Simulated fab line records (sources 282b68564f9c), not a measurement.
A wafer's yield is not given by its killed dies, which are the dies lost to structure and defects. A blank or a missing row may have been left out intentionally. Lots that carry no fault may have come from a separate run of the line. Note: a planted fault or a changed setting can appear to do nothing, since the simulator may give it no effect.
Struck lot and sound lot, side by side + flow rit-cmos + 27 steps out of a route of 202
Sound: wafers L866.1, L866.5, L866.6. Struck: wafer L872.4 (left out: L872.1, L872.5 of the same lot, which were not struck); the cause appears at the end.
Order at every step that has rows: each side's tool, ch and its chambers, its first start. Under that, the readings that differ: sound wafers + struck wafers + difference of the means + sigmas: that difference in standard deviations of wafers without a fault.
alike: same words and numbers on both sides, and readings whose means sit less than 2 such deviations apart. not compared: any withheld reading, any reading some wafer has no value for, any bound like >300 that may hide the same value, and any number with overlapping values for which the record gives no deviation.
A row with sigmas, a row that says differs or no value, or rows on one side alone: a step with any of these is where the two part. Non-overlapping numbers with no deviation appear without sigmas and do not part them. Lack of a reading on every wafer of one side parts them only where that side has two or more wafers.

first, 4 steps without rows for these wafers: RIT_CONTACT_SOFTBAKE_04 (time 60 s); RIT_CONTACT_EXPOSE_05 (exposes mask M11, target cd 1000 nm); RIT_CONTACT_PEB_06; RIT_CONTACT_DEVELOP_07 (develop time 120 s).
RIT_CONTACT_CD_MEAS_08 targets a cd of 1000 nm.
  struck on cd-sem-01, day 5 02:11; sound on cd-sem-02, day 3 21:54
  alike: cd-nm
RIT_CONTACT_OVL_MEAS_09:
  struck on overlay-01, day 5 02:18; sound on overlay-02, day 3 22:01
  alike: CONTACT_OVL
then, 1 step without rows for these wafers: RIT_CONTACT_HARDBAKE_10 (time 60 s).
RIT_CONTACT_ETCH_11: etches SiO2 in CHF3/CF4/Ar, stops on TiSi2, target depth 480 nm, time 320 s.
  sound on rie-diel-01 ch 0,1, day 3 22:14; struck on rie-diel-02 ch 2, day 5 02:29
| reading               | sound             | struck | difference | sigmas |
|-----------------------|-------------------|--------|------------|--------|
| oes-product-au (a.u.) | 1.017 0.988 1.013 | 0.983  | -0.023     | -2     |
  alike: drypump-motor-current-A, throttle-valve-pct
  not compared: rf-hours-counter-h
RIT_CONTACT_STRIP_12: strips in O2, time 180 s.
  sound on plasma-asher-01 ch 0,1, day 3 22:26; struck on plasma-asher-03 ch 1, day 5 02:41
  alike: drypump-motor-current-A, rf-refl-power-W
  not compared: rf-hours-counter-h
RIT_CONTACT_CD_MEAS_90 targets a cd of 1000 nm.
  struck on cd-sem-02, day 5 02:51; sound on cd-sem-01, day 3 22:37
  alike: cd-nm
then, 2 steps without rows for these wafers: RIT_CONTACT_CLEAN_13 (cleans in SC1, time 600 s); RIT_CONTACT_CLEAN_14 (cleans in SC2, time 600 s).
RIT_M1_SPUTTER_00: material Al, target thk 400 nm, time 500 s.
  struck on pvd-sputter-04, day 5 03:19; sound on pvd-sputter-04, day 3 23:05
| reading                               | sound           | struck | difference | sigmas |
|---------------------------------------|-----------------|--------|------------|--------|
| model.Al_of_M1_SPUTTER_00.thk-nm (nm) | 402 400.5 401.9 | 304.1  | -97.4      |        |
  alike: throttle-valve-pct
RIT_M1_RS_MEAS_01: a four-point-probe measurement.
  struck on film-metro-03, day 5 03:37; sound on film-metro-03, day 3 23:23
| reading           | sound                | struck | difference | sigmas |
|-------------------|----------------------|--------|------------|--------|
| M1_AL_RS (ohm/sq) | 0.0731 0.0734 0.0731 | 0.0968 | +0.0236    | +29    |
RIT_M1_THK_MEAS_02: measures by xrf.
  struck on film-metro-03, day 5 03:44; sound on film-metro-03, day 3 23:31
| reading        | sound       | struck | difference | sigmas |
|----------------|-------------|--------|------------|--------|
| M1_AL_THK (nm) | 407 403 406 | 305    | -100       | -21    |
then, 6 steps without rows for these wafers: RIT_M1_HMDS_03 (prime time 61.38 s); RIT_M1_COAT_04 (resist thk 1300 nm); RIT_M1_SOFTBAKE_05 (time 60 s); RIT_M1_EXPOSE_06 (exposes mask M12, target cd 2600 nm); RIT_M1_PEB_07; RIT_M1_DEVELOP_08 (develop time 68 s).
RIT_M1_CD_MEAS_09 targets a cd of 2600 nm.
  struck on cd-sem-01, day 5 04:41; sound on cd-sem-01, day 4 00:34
  alike: cd-nm
RIT_M1_OVL_MEAS_10:
  struck on overlay-02, day 5 04:48; sound on overlay-01, day 4 00:41
  alike: M1_OVL
then, 1 step without rows for these wafers: RIT_M1_HARDBAKE_11 (time 120 s).
RIT_M1_METAL_ETCH_12: etches Al in Cl2/BCl3, stops on SiO2, time 165 s, target depth 600 nm.
  sound on rie-metal-03 ch 0,1, day 4 00:59; struck on rie-metal-03 ch 0, day 5 05:05
| reading               | sound             | struck | difference | sigmas |
|-----------------------|-------------------|--------|------------|--------|
| oes-product-au (a.u.) | 0.781 0.782 0.772 | 0.663  | -0.115     | -10    |
  alike: drypump-motor-current-A, throttle-valve-pct
  not compared: rf-hours-counter-h
then, 1 step without rows for these wafers: RIT_M1_STRIP_13 (strips in nmp, time 600 s).
RIT_M1_PROBE_99:
  struck on prober-02, day 5 07:29; sound on prober-02, day 4 03:14
| reading                               | sound                        | struck   | difference | sigmas |
|---------------------------------------|------------------------------|----------|------------|--------|
| model.etest.m1.rs-ohm-sq              | 0.07202 0.07237 0.07227      | 0.09518  | +0.02296   |        |
| model.etest.antenna-m1.vt-shift-v (V) | -0.007031 -0.007109 -0.01523 | -0.01584 | -0.00605   |        |
  alike: defect-limited-yield, killed-at-contacts, killed-at-front-end, killed-dies, killed-on-rim, killed-open, killed-short, sort_bin_3_pad_short, sort_bin_5_function, sort_bin_6_memory, sort-n-pass, sort-yield-pct

== WHERE THEY PART ==
Earliest at RIT_CONTACT_ETCH_11; latest, in this record, at RIT_M1_METAL_ETCH_12. Later steps at which nothing parts them and some readings are alike: RIT_M1_PROBE_99.

WHY: what had been put in by the simulator
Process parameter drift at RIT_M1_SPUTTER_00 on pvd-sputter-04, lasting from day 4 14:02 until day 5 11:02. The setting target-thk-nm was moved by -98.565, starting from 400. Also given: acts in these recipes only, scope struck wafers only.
